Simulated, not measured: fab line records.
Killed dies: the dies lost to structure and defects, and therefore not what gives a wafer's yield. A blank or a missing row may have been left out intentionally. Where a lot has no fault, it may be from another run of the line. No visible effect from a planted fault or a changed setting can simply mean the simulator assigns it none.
Code-filled problem report in 8D (eight disciplines) form    flow berkeley-cmos170    the parts of the form that need people (team, actions taken, sign-off) are left out

== 1. WHAT WENT WRONG ==
Mean of beam-energy-keV at UCB170_NVT_IMPLANT_07: 46.297 across 9 wafers in 3 lots; on wafers with no fault it is 49.999 (standard deviation 0.018). That is -99 or more standard deviations from the usual mean.
Earliest sighting: wafer L879.1 on implanter-03 at day 9 02:57. At this step, 42 wafers from 14 lots have a number in the record. Rule for "out", or "out of limits": more than 4 standard deviations from the usual mean. The rest of the wafers with a number are treated as sound.

== 2. WHAT IT IS; WHAT IT IS NOT ==
question                     is                      is not
which readings at this step  beam-energy-keV         -
which lots                   L879, L880, L882        L868, L869, L870, L871, L873, L874, L877, L884, L886, L888, L891
which wafers of those lots   all that have a number  -
read on which tools          implanter-03            implanter-01, implanter-02
when                         from day 9 02:57        up to then (21 sound wafers); but 12 sound wafers of L884, L886, L888, L891 came after

== 3. SUSPECTS, AND WHAT RULES EACH OUT ==
Counting: any tool at a process step up to the reading is kept as a suspect provided that every lot that is out went through it and no sound lot did after the first of them.
- implanter-03 at UCB170_NVT_IMPLANT_07: kept. It processed each lot that is out, first L879 at day 9 02:57, and no sound lot thereafter; up to then, the last sound lot it processed was L873 at day 7 14:50. Its own beam-energy-keV readings are out on those wafers.
After counting, what remains is implanter-03 at UCB170_NVT_IMPLANT_07.

== 4. THE CAUSE (what the simulator had put in) ==
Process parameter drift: implanter-03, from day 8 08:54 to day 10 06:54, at UCB170_NVT_IMPLANT_07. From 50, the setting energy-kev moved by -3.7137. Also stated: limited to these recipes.
Counting left only this tool.

== 5. THE CHAIN OF EFFECTS, in route order ==
Each row: a reading whose mean over the struck wafers that have a number lies more than 3 standard deviations from the usual. Only readings whose record carries a usual standard deviation are examined. hours: median over the lots of the time between each lot's start at the first step of this table that gives one and its start at this step. sigmas: the change, counted in usual standard deviations.
hours  step                   reading          usual   on struck wafers  change  sigmas
0      UCB170_NVT_IMPLANT_07  beam-energy-keV  49.999  46.297            -3.702  -99 or more
Its process steps:
- UCB170_NVT_IMPLANT_07
At these later measuring or inspecting steps, every struck wafer for which the step has a row has a number for every such reading, and none has moved that far: UCB170_PLDD_TW_MEAS_11.

== 6. HOW IT WOULD HAVE BEEN CAUGHT EARLIER ==
18 hours passed between the start of the fault at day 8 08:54 and the first reading out of limits in this record, taken at day 9 02:57.
